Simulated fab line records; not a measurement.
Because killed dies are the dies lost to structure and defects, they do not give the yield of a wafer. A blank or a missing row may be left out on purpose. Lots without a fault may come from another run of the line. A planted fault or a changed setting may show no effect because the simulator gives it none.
Tool commonality check ; flow berkeley_cmos170 ; Sampled: 14 lots, 48 wafers

## WHAT PROMPTED THE OPENING
At UCB170_NWELL_THK_MEAS_05 the reading NWELL_NITRIDE_THK is flagged on 2 of 14 lots. Wafers without a fault read 224.1 nm, standard deviation 2.2.
Rule: a lot is flagged when every wafer of it that has a number lies more than 4 standard deviations from that mean, or none has a number. The rest of the lots are taken to be sound.

lot;measured;on;NWELL_NITRIDE_THK (nm), wafer by wafer;flag
L315;day 2 04:41;film_metro-04;221.3 222.6 223.1;
L316;day 2 04:46;film_metro-04;223.0 221.0 222.8;
L317;day 2 11:31;film_metro-04;225.8 224.4 225.3;
L319;day 3 05:56;film_metro-04;225.3 227.6 226.1;
L320;day 3 05:56;film_metro-01;225.9 227.0 227.3;
L321;day 3 19:07;film_metro-01;226.0 224.0 225.3;
L323;day 4 13:34;film_metro-03;219.9 220.0 219.5;
L325;day 4 13:34;film_metro-01;223.5 225.4 225.9;
L324;day 4 13:34;film_metro-04;224.9 225.0 224.1;
L327;day 5 00:13;film_metro-03;220.8 220.8 219.9;
L329;day 5 08:25;film_metro-03;228.7 228.2 228.9;
L330;day 5 12:25;film_metro-03;172.3 174.3 171.5 172.4 174.1 171.5;FLAGGED
L331;day 5 12:25;film_metro-04;169.2 172.1 169.8 169.2 171.8 170.0;FLAGGED
L338;day 6 19:04;film_metro-04;225.1 223.0 225.5;
The numbers of the flagged lots are 171.5 nm on average: -52.6 nm against the usual, or -24 standard deviations.

## WHICH TOOL EACH LOT WENT THROUGH
The record holds 1 process step before the reading, out of a route of 331 steps. Every cell lists first the tool, next ch and the chambers used by the sampled wafers, and last the start.
lot;flag;UCB170_NWELL_CVD_04
L315;;lpcvd-01 ch 0, day 2 02:46
L316;;lpcvd-01 ch 0, day 2 02:46
L317;;lpcvd-01 ch 0, day 2 08:37
L319;;lpcvd-01 ch 1, day 3 04:01
L320;;lpcvd-01 ch 0, day 3 04:01
L321;;lpcvd-02 ch 1, day 3 17:10
L323;;lpcvd-01 ch 1, day 4 11:37
L325;;lpcvd-01 ch 0, day 4 11:37
L324;;lpcvd-01 ch 0, day 4 11:37
L327;;lpcvd-01 ch 0, day 4 22:17
L329;;lpcvd-02 ch 1, day 5 06:28
L330;FLAGGED;lpcvd-01 ch 0, day 5 10:28
L331;FLAGGED;lpcvd-01 ch 0, day 5 10:28
L338;;lpcvd-02 ch 1, day 6 17:07
What is done by these steps:
- UCB170_NWELL_CVD_04: deposits Si3N4 from SiH2Cl2/NH3, target thk 224 nm, time 3360 s.
- UCB170_NWELL_THK_MEAS_05

## FLAGGED AGAINST TOTAL, ONE TOOL AT A TIME (gauges that did the reading follow at the end)
step;tool;lots run;flagged;share of the flagged lots;sound lots run after its first flagged lot
UCB170_NWELL_CVD_04;lpcvd-01;11;2;all;0
UCB170_NWELL_CVD_04;lpcvd-02;3;0;none;-
UCB170_NWELL_THK_MEAS_05;film_metro-01;3;0;none;-
UCB170_NWELL_THK_MEAS_05;film_metro-03;4;1;some;0
UCB170_NWELL_THK_MEAS_05;film_metro-04;7;1;some;1 (L338)

## WHAT THE TABLE PERMITS
In the table, 1 row covers all flagged lots: lpcvd-01 at UCB170_NWELL_CVD_04.
- lpcvd-01 at UCB170_NWELL_CVD_04 ran 11 lots, 2 of them flagged. It ran its last sound lot, L327, at day 4 22:17 and its first flagged lot, L330, at day 5 10:28: a fault with its onset between the two fits.
lpcvd-01 at UCB170_NWELL_CVD_04 is the single tool remaining.

## WHAT WAS PUT IN BY THE SIMULATOR
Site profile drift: lpcvd-01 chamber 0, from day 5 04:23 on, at UCB170_NWELL_CVD_04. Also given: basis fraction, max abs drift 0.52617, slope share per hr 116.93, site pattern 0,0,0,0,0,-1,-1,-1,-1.
Shown lots that were struck: L330, L331. This agrees with what the rule above found.
